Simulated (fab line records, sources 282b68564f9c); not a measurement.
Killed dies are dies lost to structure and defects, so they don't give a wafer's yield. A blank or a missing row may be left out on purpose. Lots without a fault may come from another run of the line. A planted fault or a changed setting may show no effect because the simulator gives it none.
fab line records | flow rit_cmos | part 1 of 2: steps 1 to 31 of 43
record lots=5 wafers=15 last_day=7
route steps=202 shown NWELL@29 PWELL@39 WELLDRIVE@50 NRETRO@53 PRETRO@64
lots that met no fault: from a run of the same line without faults
start_h: hours from the record's first day to the start of the lot's first wafer shown | wait_h: hours since the lot's step before | " the same as in the row above | L1.1+2: a row that stands for several wafers | - no value, or no start given | * or withheld: withheld | < > ~ a bound
route shown NAME@n: a module of which the file shows steps, and the number in the route of the first | usual: mean/standard deviation of fault-free wafers | same: alike in all rows | chamber/n: place in a boat | sites: the reading at each site | _std_site: their standard deviation | _edge_site: outer sites' mean less inner sites' | radius_mm: how far each site lies from the wafer's centre | mask NAME#n: copy n | behind: the tool/chamber that last shaped the wafer | hold: why the lot was held/for how many hours/how that ended | device: the transistor (n, p or np) that didn't switch | end of line: the same wafers' tests at the end of the route | a step without rows: its recipe alone | killed: dies lost to structure and defects at the first sort, not the wafer's yield | map: a wafer's dies, x killed, . not, _ none there
set.NAME: the setting as run; set.NAME@STEP: as run at that earlier step | model.NAME: the simulator's own value behind a step, which no gauge read
lots at some steps of the route; a table a step, a row a wafer
services: from which hour (start_h, from the record's first day; less than 0 if before it) a tool's chamber was out of use, for how many hours, and why
## steps
# step RIT_NWELL_COAT_01
# recipe resist=NOVOLAK spin_rpm=2000 resist_thk_nm=1300
# usual spin_speed_rpm=1999.8/1.3
# columns lot.wafer tool chamber start_h wait_h spin_speed_rpm
L078.1 litho_track-01 0 42.11 0.1 1998.5
L078.3 " 0 " " 1997.3
L078.4 " 0 " " 1995.7
L085.1 litho_track-04 0 76.02 0.1 2001.5
L085.2 " 0 " " 2000.9
L085.6 " 0 " " 1998.3
L088.2 litho_track-04 0 91.64 0.1 1997.9
L088.4 " 0 " " 1997.5
L088.5 " 0 " " 1998.5
L091.2 litho_track-02 0 105.81 0.1 1998.5
L091.4 " 0 " " 1999.0
L091.5 " 0 " " 1998.8
L096.1 litho_track-04 0 130.35 0.1 2000.5
L096.2 " 0 " " 2000.7
L096.3 " 0 " " 2001.4
# step RIT_NWELL_SOFTBAKE_02
# recipe resist=NOVOLAK temp_c=90 time_s=60
# usual heater_power_total_W=34.57/0.051
# columns lot.wafer tool chamber start_h wait_h heater_power_total_W
L078.1 litho_track-01 0 42.26 0.1 34.51
L078.3 " 0 " " 34.55
L078.4 " 0 " " 34.47
L085.1 litho_track-04 0 76.17 0.1 34.57
L085.2 " 0 " " 34.61
L085.6 " 0 " " 34.59
L088.2 litho_track-04 0 91.79 0.1 34.54
L088.4 " 0 " " 34.59
L088.5 " 0 " " 34.53
L091.2 litho_track-02 0 105.96 0.1 34.46
L091.4 " 0 " " 34.57
L091.5 " 0 " " 34.49
L096.1 litho_track-04 0 130.50 0.1 34.63
L096.2 " 0 " " 34.61
L096.3 " 0 " " 34.56
# step RIT_NWELL_EXPOSE_03
# recipe mask_id=M2 na=0.57 target_cd_nm=43900 dose_mj=250
# columns lot.wafer tool chamber start_h wait_h mask
L078.1+3+4 iline_stepper-01 0 42.41 0.1 M2#0
L085.1+2+6 iline_stepper-02 0 76.32 0.1 M2#0
L088.2+4+5 iline_stepper-02 0 91.93 0.1 M2#0
L091.2+4+5 iline_stepper-01 0 106.23 0.2 M2#0
L096.1+2+3 iline_stepper-01 0 130.78 0.2 M2#0
# step RIT_NWELL_PEB_04
# recipe resist=NOVOLAK temp_c=withheld time_s=withheld
# columns lot.wafer tool chamber start_h wait_h
L078.1+3+4 litho_track-02 0 42.53 0.1
L085.1+2+6 litho_track-04 0 76.44 0.1
L088.2+4+5 litho_track-01 0 92.06 0.1
L091.2+4+5 litho_track-01 0 106.44 0.2
L096.1+2+3 litho_track-04 0 130.90 0.1
# step RIT_NWELL_DEVELOP_05
# recipe resist=NOVOLAK develop_time_s=68 dev_temp_c=23
# columns lot.wafer tool chamber start_h wait_h
L078.1+3+4 litho_track-02 0 - -
L085.1+2+6 litho_track-04 0 - -
L088.2+4+5 litho_track-01 0 - -
L091.2+4+5 litho_track-01 0 - -
L096.1+2+3 litho_track-04 0 - -
# step RIT_NWELL_OVL_MEAS_06
# usual NWELL_OVL=0.4/1.1
# columns lot.wafer tool chamber start_h wait_h NWELL_OVL[nm]
L078.1 overlay-01 - 42.84 - 1.7
L078.3 " - " " 0.5
L078.4 " - " " 1.5
L085.1 overlay-01 - 76.75 - 1.0
L085.2 " - " " 0.1
L085.6 " - " " -1.0
L088.2 overlay-01 - 92.35 - 1.7
L088.4 " - " " -0.5
L088.5 " - " " 1.9
L091.2 overlay-02 - 106.73 - 1.2
L091.4 " - " " -1.0
L091.5 " - " " -0.1
L096.1 overlay-02 - 131.21 - 1.3
L096.2 " - " " 0.5
L096.3 " - " " 1.5
# step RIT_NWELL_HARDBAKE_07
# recipe resist=NOVOLAK temp_c=140 time_s=120
# usual heater_power_total_W=52.02/0.066
# columns lot.wafer tool chamber start_h wait_h heater_power_total_W
L078.1 litho_track-01 0 42.87 0.0 52.12
L078.3 " 0 " " 51.99
L078.4 " 0 " " 51.94
L085.1 litho_track-04 0 76.78 0.0 52.01
L085.2 " 0 " " 52.05
L085.6 " 0 " " 51.94
L088.2 litho_track-01 0 92.42 0.1 52.09
L088.4 " 0 " " 51.97
L088.5 " 0 " " 51.97
L091.2 litho_track-02 0 106.80 0.1 51.88
L091.4 " 0 " " 52.02
L091.5 " 0 " " 51.97
L096.1 litho_track-02 0 131.25 0.0 52.06
L096.2 " 0 " " 52.06
L096.3 " 0 " " 52.02
# step RIT_NWELL_IMPLANT_08
# recipe species=P energy_kev=170 dose_cm2=5e+13 tilt_deg=7
# usual dose_ions_cm2=5e+13/5.5e+10 faraday_current_uA=158/3.4
# columns lot.wafer tool chamber start_h wait_h dose_ions_cm2 faraday_current_uA
L078.1 implanter-01 0 43.12 0.2 4.999e+13 167
L078.3 " 0 " " 4.999e+13 160
L078.4 " 0 " " 5.009e+13 156
L085.1 implanter-04 0 77.03 0.2 4.998e+13 164
L085.2 " 0 " " 4.998e+13 158
L085.6 " 0 " " 5.002e+13 158
L088.2 implanter-04 0 92.65 0.2 5.005e+13 162
L088.4 " 0 " " 4.998e+13 161
L088.5 " 0 " " 4.993e+13 160
L091.2 implanter-01 0 107.03 0.2 4.998e+13 160
L091.4 " 0 " " 5e+13 162
L091.5 " 0 " " 4.991e+13 159
L096.1 implanter-02 0 131.50 0.2 4.999e+13 159
L096.2 " 0 " " 5.004e+13 163
L096.3 " 0 " " 4.994e+13 154
# step RIT_NWELL_STRIP_09
# recipe chemistry=O2 time_s=180 resist=NOVOLAK platen_temp_c=withheld power_w=500 pressure_mtorr=4000 o2_flow_sccm=4000
# usual drypump_motor_current_A=5.8/0.45
# columns lot.wafer tool chamber start_h wait_h drypump_motor_current_A rf_hours_counter_h
L078.1 plasma_asher-01 0 43.27 0.1 5.0 41
L078.3 " 0 " " 5.1 -
L078.4 " 1 " " 6.3 -
L085.1 plasma_asher-01 1 77.18 0.1 6.3 44
L085.2 " 0 " " 5.1 44
L085.6 " 1 " " 6.3 -
L088.2 plasma_asher-01 1 92.78 0.1 6.2 46
L088.4 " 1 " " 6.3 -
L088.5 " 1 " " 6.3 -
L091.2 plasma_asher-01 0 107.16 0.1 5.0 47
L091.4 " 0 " " 5.1 -
L091.5 " 0 " " 5.0 -
L096.1 plasma_asher-01 0 131.65 0.1 5.0 51
L096.2 " 1 " " 6.3 51
L096.3 " 0 " " 5.0 -
# step RIT_NWELL_TW_MEAS_10
# usual NWELL_TW=2147/23
# columns lot.wafer tool chamber start_h wait_h NWELL_TW
L078.1 film_metro-02 - 43.45 0.1 2120
L078.3 " - " " 2109
L078.4 " - " " 2114
L085.1 film_metro-03 - 77.36 0.1 2177
L085.2 " - " " 2182
L085.6 " - " " 2171
L088.2 film_metro-03 - 92.96 0.1 2174
L088.4 " - " " 2183
L088.5 " - " " 2161
L091.2 film_metro-03 - 107.34 0.1 2179
L091.4 " - " " 2181
L091.5 " - " " 2177
L096.1 film_metro-02 - 131.82 0.1 2134
L096.2 " - " " 2125
L096.3 " - " " 2123
# step RIT_PWELL_HMDS_00
# recipe prime_time_s=60 prime_temp_c=140
# columns lot.wafer tool chamber start_h wait_h
L078.1+3+4 litho_track-01 0 43.51 0.1
L085.1+2+6 litho_track-03 0 77.42 0.1
L088.2+4+5 litho_track-01 0 93.04 0.1
L091.2+4+5 litho_track-03 0 107.42 0.1
L096.1+2+3 litho_track-01 0 131.88 0.1
# step RIT_PWELL_COAT_01
# recipe resist=NOVOLAK spin_rpm=2000 resist_thk_nm=1300
# usual spin_speed_rpm=2000.0/1.5
# columns lot.wafer tool chamber start_h wait_h spin_speed_rpm
L078.1 litho_track-01 0 43.66 0.1 1999.6
L078.3 " 0 " " 2001.4
L078.4 " 0 " " 2002.6
L085.1 litho_track-03 0 77.57 0.1 2001.1
L085.2 " 0 " " 2000.0
L085.6 " 0 " " 2000.4
L088.2 litho_track-01 0 93.19 0.1 1999.5
L088.4 " 0 " " 2000.8
L088.5 " 0 " " 2002.4
L091.2 litho_track-03 0 107.57 0.1 1996.9
L091.4 " 0 " " 1999.4
L091.5 " 0 " " 2000.0
L096.1 litho_track-01 0 132.03 0.1 2001.8
L096.2 " 0 " " 2000.5
L096.3 " 0 " " 2002.3
# step RIT_PWELL_SOFTBAKE_02
# recipe resist=NOVOLAK temp_c=90 time_s=60
# usual heater_power_total_W=34.56/0.048
# columns lot.wafer tool chamber start_h wait_h heater_power_total_W
L078.1 litho_track-01 0 43.81 0.1 34.61
L078.3 " 0 " " 34.55
L078.4 " 0 " " 34.54
L085.1 litho_track-03 0 77.72 0.1 34.52
L085.2 " 0 " " 34.68
L085.6 " 0 " " 34.52
L088.2 litho_track-01 0 93.34 0.1 34.53
L088.4 " 0 " " 34.60
L088.5 " 0 " " 34.50
L091.2 litho_track-03 0 107.72 0.1 34.64
L091.4 " 0 " " 34.52
L091.5 " 0 " " 34.60
L096.1 litho_track-01 0 132.18 0.1 34.68
L096.2 " 0 " " 34.49
L096.3 " 0 " " 34.57
# step RIT_PWELL_EXPOSE_03
# recipe mask_id=M3 na=0.57 target_cd_nm=43700 dose_mj=250
# columns lot.wafer tool chamber start_h wait_h mask
L078.1+3+4 iline_stepper-01 0 43.96 0.1 M3#0
L085.1+2+6 iline_stepper-02 0 77.87 0.1 M3#0
L088.2+4+5 iline_stepper-01 0 93.48 0.1 M3#0
L091.2+4+5 iline_stepper-02 0 107.99 0.2 M3#0
L096.1+2+3 iline_stepper-02 0 132.33 0.1 M3#0
# step RIT_PWELL_PEB_04
# recipe resist=NOVOLAK temp_c=withheld time_s=withheld
# columns lot.wafer tool chamber start_h wait_h
L078.1+3+4 litho_track-03 0 44.08 0.1
L085.1+2+6 litho_track-03 0 77.99 0.1
L088.2+4+5 litho_track-03 0 93.61 0.1
L091.2+4+5 litho_track-03 0 108.11 0.1
L096.1+2+3 litho_track-01 0 132.45 0.1
# step RIT_PWELL_DEVELOP_05
# recipe resist=NOVOLAK develop_time_s=68 dev_temp_c=23
# columns lot.wafer tool chamber start_h wait_h
L078.1+3+4 litho_track-03 0 - -
L085.1+2+6 litho_track-03 0 - -
L088.2+4+5 litho_track-03 0 - -
L091.2+4+5 litho_track-03 0 - -
L096.1+2+3 litho_track-01 0 - -
# step RIT_PWELL_OVL_MEAS_06
# usual PWELL_OVL=0.4/1.6
# columns lot.wafer tool chamber start_h wait_h PWELL_OVL[nm]
L078.1 overlay-02 - 44.39 - 2.8
L078.3 " - " " 1.6
L078.4 " - " " 2.3
L085.1 overlay-01 - 78.30 - -2.4
L085.2 " - " " 0.4
L085.6 " - " " 0.0
L088.2 overlay-02 - 93.90 - 1.3
L088.4 " - " " 0.1
L088.5 " - " " 1.1
L091.2 overlay-01 - 108.41 - -2.6
L091.4 " - " " -1.0
L091.5 " - " " -1.7
L096.1 overlay-02 - 132.76 - -0.5
L096.2 " - " " -0.4
L096.3 " - " " -2.1
# step RIT_PWELL_HARDBAKE_07
# recipe resist=NOVOLAK temp_c=140 time_s=120
# usual heater_power_total_W=52.02/0.058
# columns lot.wafer tool chamber start_h wait_h heater_power_total_W
L078.1 litho_track-01 0 44.43 0.0 51.98
L078.3 " 0 " " 52.04
L078.4 " 0 " " 51.94
L085.1 litho_track-01 0 78.34 0.0 52.08
L085.2 " 0 " " 51.98
L085.6 " 0 " " 52.03
L088.2 litho_track-03 0 93.97 0.1 51.95
L088.4 " 0 " " 51.97
L088.5 " 0 " " 51.98
L091.2 litho_track-04 0 108.48 0.1 51.93
L091.4 " 0 " " 52.00
L091.5 " 0 " " 52.08
L096.1 litho_track-01 0 132.80 0.0 51.98
L096.2 " 0 " " 52.10
L096.3 " 0 " " 52.04
# step RIT_PWELL_IMPLANT_08
# recipe species=B energy_kev=170 dose_cm2=7e+13 tilt_deg=7
# usual dose_ions_cm2=7e+13/6.9e+10 faraday_current_uA=222/4.6
# columns lot.wafer tool chamber start_h wait_h dose_ions_cm2 faraday_current_uA
L078.1 implanter-04 0 44.68 0.2 6.999e+13 225
L078.3 " 0 " " 6.998e+13 220
L078.4 " 0 " " 6.993e+13 217
L085.1 implanter-04 0 78.59 0.2 7.001e+13 229
L085.2 " 0 " " 6.992e+13 212
L085.6 " 0 " " 6.998e+13 219
L088.2 implanter-04 0 94.21 0.2 7.007e+13 213
L088.4 " 0 " " 6.996e+13 222
L088.5 " 0 " " 7.007e+13 226
L091.2 implanter-03 0 108.71 0.2 7.005e+13 217
L091.4 " 0 " " 7.011e+13 219
L091.5 " 0 " " 7.001e+13 223
L096.1 implanter-04 0 133.05 0.2 7.001e+13 222
L096.2 " 0 " " 6.993e+13 227
L096.3 " 0 " " 6.989e+13 224
# step RIT_PWELL_STRIP_09
# recipe chemistry=O2 time_s=180 resist=NOVOLAK platen_temp_c=withheld power_w=500 pressure_mtorr=4000 o2_flow_sccm=4000
# usual drypump_motor_current_A=5.95/0.24
# columns lot.wafer tool chamber start_h wait_h drypump_motor_current_A rf_hours_counter_h
L078.1 plasma_asher-03 1 44.83 0.1 5.82 25
L078.3 " 0 " " 5.91 -
L078.4 " 1 " " 5.81 -
L085.1 plasma_asher-02 1 78.74 0.1 5.91 44
L085.2 " 0 " " 6.35 44
L085.6 " 0 " " 6.35 -
L088.2 plasma_asher-04 0 94.33 0.1 6.22 44
L088.4 " 1 " " 5.53 -
L088.5 " 0 " " 6.23 -
L091.2 plasma_asher-02 1 108.84 0.1 5.92 47
L091.4 " 1 " " 5.94 -
L091.5 " 0 " " 6.33 -
L096.1 plasma_asher-04 0 133.20 0.1 6.21 2
L096.2 " 1 " " 5.50 2
L096.3 " 1 " " 5.51 -
# step RIT_PWELL_TW_MEAS_10
# usual PWELL_TW=955/11
# columns lot.wafer tool chamber start_h wait_h PWELL_TW
L078.1 film_metro-02 - 45.00 0.1 942
L078.3 " - " " 946
L078.4 " - " " 942
L085.1 film_metro-04 - 78.91 0.1 960
L085.2 " - " " 956
L085.6 " - " " 956
L088.2 film_metro-02 - 94.52 0.1 938
L088.4 " - " " 936
L088.5 " - " " 942
L091.2 film_metro-03 - 109.02 0.1 972
L091.4 " - " " 972
L091.5 " - " " 972
L096.1 film_metro-02 - 133.37 0.1 952
L096.2 " - " " 952
L096.3 " - " " 950
# step RIT_WELLDRIVE_ANNEAL_00
# recipe temp_c=1100 time_s=14700 ambient=N2
# usual zone_power_centre_pct=54/5.8
# columns lot.wafer tool chamber start_h wait_h zone_power_centre_pct
L078.1 furnace-04 0 45.06 0.1 51
L078.3 " 0 " " 51
L078.4 " 0 " " 51
L085.1 furnace-04 0 79.14 0.2 51
L085.2 " 0 " " 50
L085.6 " 0 " " 51
L088.2 furnace-03 0 95.68 1.2 50
L088.4 " 0 " " 50
L088.5 " 0 " " 50
L091.2 furnace-01 0 109.49 0.5 65
L091.4 " 0 " " 63
L091.5 " 0 " " 65
L096.1 furnace-04 0 134.13 0.8 50
L096.2 " 0 " " 50
L096.3 " 0 " " 51
# step RIT_WELLDRIVE_RS_MEAS_01
# recipe thk_meas_gauge=four-point-probe
# usual NWELL_RS=275.3/0.64
# columns lot.wafer tool chamber start_h wait_h NWELL_RS[ohm/sq]
L078.1 film_metro-04 - 50.14 0.0 276.7
L078.3 " - " " 275.7
L078.4 " - " " 275.5
L085.1 film_metro-03 - 84.22 0.0 275.4
L085.2 " - " " 274.7
L085.6 " - " " 275.1
L088.2 film_metro-02 - 100.78 0.0 275.6
L088.4 " - " " 275.6
L088.5 " - " " 275.5
L091.2 film_metro-04 - 114.60 0.0 275.8
L091.4 " - " " 275.5
L091.5 " - " " 276.1
L096.1 film_metro-04 - 139.22 0.0 275.7
L096.2 " - " " 276.0
L096.3 " - " " 276.1
# step RIT_WELLDRIVE_RS_MEAS_02
# recipe thk_meas_gauge=four-point-probe
# usual PWELL_RS=429.4/1.3
# columns lot.wafer tool chamber start_h wait_h PWELL_RS[ohm/sq]
L078.1 film_metro-04 - 50.26 0.1 428.0
L078.3 " - " " 429.1
L078.4 " - " " 428.3
L085.1 film_metro-03 - 84.34 0.1 429.3
L085.2 " - " " 428.8
L085.6 " - " " 430.2
L088.2 film_metro-02 - 100.90 0.1 431.8
L088.4 " - " " 430.4
L088.5 " - " " 432.2
L091.2 film_metro-04 - 114.72 0.1 429.0
L091.4 " - " " 429.8
L091.5 " - " " 429.8
L096.1 film_metro-04 - 139.34 0.1 427.2
L096.2 " - " " 428.4
L096.3 " - " " 427.9
# step RIT_NRETRO_HMDS_00
# recipe prime_time_s=60 prime_temp_c=140
# columns lot.wafer tool chamber start_h wait_h
L078.1+3+4 litho_track-02 0 50.38 0.1
L085.1+2+6 litho_track-02 0 84.46 0.1
L088.2+4+5 litho_track-03 0 101.03 0.1
L091.2+4+5 litho_track-02 0 114.84 0.1
L096.1+2+3 litho_track-01 0 139.46 0.1
# step RIT_NRETRO_COAT_01
# recipe resist=NOVOLAK spin_rpm=2000 resist_thk_nm=1300
# usual spin_speed_rpm=2000.0/1.3
# columns lot.wafer tool chamber start_h wait_h spin_speed_rpm
L078.1 litho_track-02 0 50.53 0.1 2001.8
L078.3 " 0 " " 2000.7
L078.4 " 0 " " 2001.4
L085.1 litho_track-02 0 84.61 0.1 2000.7
L085.2 " 0 " " 2000.8
L085.6 " 0 " " 2002.9
L088.2 litho_track-03 0 101.18 0.1 1999.4
L088.4 " 0 " " 1998.4
L088.5 " 0 " " 1998.8
L091.2 litho_track-02 0 114.99 0.1 1998.8
L091.4 " 0 " " 1998.8
L091.5 " 0 " " 1999.7
L096.1 litho_track-01 0 139.61 0.1 1997.9
L096.2 " 0 " " 2001.4
L096.3 " 0 " " 1999.6
# step RIT_NRETRO_SOFTBAKE_02
# recipe resist=NOVOLAK temp_c=90 time_s=60
# usual heater_power_total_W=34.56/0.048
# columns lot.wafer tool chamber start_h wait_h heater_power_total_W
L078.1 litho_track-02 0 50.68 0.1 34.59
L078.3 " 0 " " 34.52
L078.4 " 0 " " 34.57
L085.1 litho_track-02 0 84.76 0.1 34.55
L085.2 " 0 " " 34.59
L085.6 " 0 " " 34.54
L088.2 litho_track-03 0 101.33 0.1 34.55
L088.4 " 0 " " 34.58
L088.5 " 0 " " 34.53
L091.2 litho_track-02 0 115.14 0.1 34.56
L091.4 " 0 " " 34.59
L091.5 " 0 " " 34.57
L096.1 litho_track-01 0 139.76 0.1 34.57
L096.2 " 0 " " 34.58
L096.3 " 0 " " 34.57
# step RIT_NRETRO_EXPOSE_03
# recipe mask_id=M4 na=0.57 target_cd_nm=43900 dose_mj=250
# columns lot.wafer tool chamber start_h wait_h mask
L078.1+3+4 iline_stepper-02 0 50.96 0.2 M4#0
L085.1+2+6 iline_stepper-02 0 84.91 0.1 M4#0
L088.2+4+5 iline_stepper-02 0 101.60 0.2 M4#0
L091.2+4+5 iline_stepper-01 0 115.41 0.2 M4#0
L096.1+2+3 iline_stepper-02 0 139.91 0.1 M4#0
# step RIT_NRETRO_PEB_04
# recipe resist=NOVOLAK temp_c=withheld time_s=withheld
# columns lot.wafer tool chamber start_h wait_h
L078.1+3+4 litho_track-03 0 51.08 0.1
L085.1+2+6 litho_track-03 0 85.03 0.1
L088.2+4+5 litho_track-01 0 101.72 0.1
L091.2+4+5 litho_track-02 0 115.53 0.1
L096.1+2+3 litho_track-02 0 140.14 0.2
# step RIT_NRETRO_DEVELOP_05
# recipe resist=NOVOLAK develop_time_s=68 dev_temp_c=23
# columns lot.wafer tool chamber start_h wait_h
L078.1+3+4 litho_track-03 0 - -
L085.1+2+6 litho_track-03 0 - -
L088.2+4+5 litho_track-01 0 - -
L091.2+4+5 litho_track-02 0 - -
L096.1+2+3 litho_track-02 0 - -
# step RIT_NRETRO_OVL_MEAS_06
# usual NRETRO_OVL=-0.1/1.4
# columns lot.wafer tool chamber start_h wait_h NRETRO_OVL[nm]
L078.1 overlay-02 - 51.39 - -0.5
L078.3 " - " " 0.1
L078.4 " - " " 2.0
L085.1 overlay-01 - 85.34 - 0.4
L085.2 " - " " 0.1
L085.6 " - " " 0.5
L088.2 overlay-02 - 102.02 - 1.3
L088.4 " - " " -0.2
L088.5 " - " " -2.1
L091.2 overlay-01 - 115.83 - 1.0
L091.4 " - " " -0.1
L091.5 " - " " 0.2
L096.1 overlay-02 - 140.46 - 0.3
L096.2 " - " " 1.3
L096.3 " - " " 1.3
